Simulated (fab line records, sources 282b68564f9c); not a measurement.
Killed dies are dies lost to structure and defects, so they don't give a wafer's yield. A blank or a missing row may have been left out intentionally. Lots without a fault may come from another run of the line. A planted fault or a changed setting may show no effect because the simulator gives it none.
Struck lot and sound lot, side by side | flow rit cmos | 32 out of 202 route steps
Sound: the wafers L319.2, L319.3, L319.4. Wafers struck: L338.3, L338.5, L338.6. At the end, the cause is stated.
Per side, at each step with rows, come the tool, then ch with its chambers, and then its first start. Under that, the readings that differ: sound wafers | struck wafers | difference of the means | sigmas: that difference in standard deviations of wafers without a fault.
alike: a reading whose means differ by less than 2 such deviations, as well as words and numbers matching on both sides. not compared: withheld readings; readings where some wafer has no value; bounds like >300 that might hide an equal value; numbers whose values overlap and for which the record gives no deviation.
A row with sigmas, a row that says differs or no value, or rows on one side alone: a step with any of these is where the two part. Numbers that don't overlap but have no deviation are shown without sigmas and don't part them. Lack of a reading on every wafer of one side parts them only where that side has two or more wafers.

first, 2 steps without rows for these wafers: RIT_SPACER_CLEAN_02 (cleans in SC2, time 600 s); RIT_SPACER_CVD_03 (deposits Si3N4 from SiH2Cl2/NH3, target thk 250 nm, time 3300 s).
RIT_SPACER_THK_MEAS_04:
  struck on film metro-04, day 7 01:54; sound on film metro-04, day 3 04:04
  alike: SPACER_NITRIDE_THK
RIT_SPACER_ETCHBACK_05: etches Si3N4 in SF6/CHF3, stops on SiO2, target depth 250 nm, time 240 s.
  sound on rie diel-04 ch 0,1,2, day 3 04:07; struck on rie diel-04 ch 0,1, day 7 01:56
  alike: CHF3_flow_sccm, drypump motor current A, oes product au, throttle valve pct
  not compared: rf hours counter h
then, 6 steps without rows for these wafers: RIT_NSD_HMDS_00 (prime time 60 s); RIT_NSD_COAT_01 (resist thk 1000 nm); RIT_NSD_SOFTBAKE_02 (time 60 s); RIT_NSD_EXPOSE_03 (exposes mask M9, target cd 40700 nm); RIT_NSD_PEB_04; RIT_NSD_DEVELOP_05 (develop time 50 s).
RIT_NSD_OVL_MEAS_06:
  struck on overlay-01, day 7 02:57; sound on overlay-01, day 3 05:08
  alike: NSD_OVL
then, 1 step without rows for these wafers: RIT_NSD_HARDBAKE_07 (time 60 s).
RIT_NSD_IMPLANT_08:
  sound on implanter-03 ch 0, day 3 05:20; struck on implanter-04 ch 0, day 7 03:10
  reading                          | sound                        | struck                        | difference | sigmas
  dose ions cm2                    | 9.99e+14 9.98e+14 1.0009e+15 | 4.003e+14 3.997e+14 4.003e+14 | -5.992e+14 | -99 or more
  end station pressure torr (Torr) | 6.7e-06 7.5e-06 8e-06        | 6.1e-06 6.6e-06 5.8e-06       | -1.2e-06   | -3
  faraday current uA               | 3070 3232 3212               | 1228 1241 1228                | -1939      | -29
RIT_NSD_STRIP_09: strips in O2, time 180 s.
  sound on plasma asher-02 ch 0,1, day 3 05:28; struck on plasma asher-02 ch 0,1, day 7 03:20
  alike: drypump motor current A
  not compared: rf hours counter h
RIT_NSD_TW_MEAS_10:
  struck on film metro-02, day 7 03:42; sound on film metro-02, day 3 05:38
  reading | sound          | struck         | difference | sigmas
  NSD_TW  | 3170 3163 3155 | 2547 2534 2539 | -623       | -16
  not compared: hold
then, 5 steps without rows for these wafers: RIT_PSD_COAT_01 (resist thk 1000 nm); RIT_PSD_SOFTBAKE_02 (time 60 s); RIT_PSD_EXPOSE_03 (exposes mask M10, target cd 40900 nm); RIT_PSD_PEB_04; RIT_PSD_DEVELOP_05 (develop time 50 s).
RIT_PSD_OVL_MEAS_06:
  struck on overlay-02, day 7 06:55; sound on overlay-02, day 3 06:41
  alike: PSD_OVL
then, 2 steps without rows for these wafers: RIT_PSD_HARDBAKE_07 (time 60 s); RIT_PSD_IMPLANT_08.
RIT_PSD_STRIP_09: strips in O2, time 180 s.
  sound on plasma asher-02 ch 0,1, day 3 07:01; struck on plasma asher-02 ch 0,1, day 7 07:41
  alike: drypump motor current A
  not compared: rf hours counter h
RIT_PSD_TW_MEAS_10:
  struck on film metro-03, day 7 07:49; sound on film metro-02, day 3 07:11
  reading | sound          | struck         | difference | sigmas
  PSD_TW  | 3469 3477 3476 | 3382 3364 3384 | -97        | -3
then, 3 steps without rows for these wafers: RIT_SDANNEAL_CLEAN_00 (cleans in SC1, time 600 s); RIT_SDANNEAL_CLEAN_01 (cleans in dHF, time 30 s); RIT_SDANNEAL_CLEAN_02 (cleans in SC2, time 600 s).
RIT_SDANNEAL_RTA_03: time 5 s.
  sound on rtp anneal-02 ch 0, day 3 07:38; struck on rtp anneal-01 ch 0, day 7 08:29
  alike: wafer_temp_C_max
RIT_SDANNEAL_RS_MEAS_04: measurement is done with a four-point probe.
  struck on film metro-02, day 7 08:34; sound on film metro-01, day 3 07:42
  alike: PSD_RS
RIT_SDANNEAL_RS_MEAS_05: measurement is done with a four-point probe.
  struck on film metro-02, day 7 08:58; sound on film metro-01, day 3 07:49
  reading         | sound             | struck               | difference | sigmas
  NSD_RS (ohm/sq) | 84.73 84.57 84.57 | 173.42 174.48 174.22 | +89.42     | +99 or more
  not compared: hold
RIT_M1_PROBE_99:
  rows exist in the record for the sound wafers here (prober-01, day 3 15:34), none for the struck ones

== WHERE THEY PART ==
At RIT_NSD_IMPLANT_08 first; at RIT_M1_PROBE_99 last (within this record only).

WHY: the cause the simulator had injected
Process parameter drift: implanter-04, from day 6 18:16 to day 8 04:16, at RIT_NSD_IMPLANT_08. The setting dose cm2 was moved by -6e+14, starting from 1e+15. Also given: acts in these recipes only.
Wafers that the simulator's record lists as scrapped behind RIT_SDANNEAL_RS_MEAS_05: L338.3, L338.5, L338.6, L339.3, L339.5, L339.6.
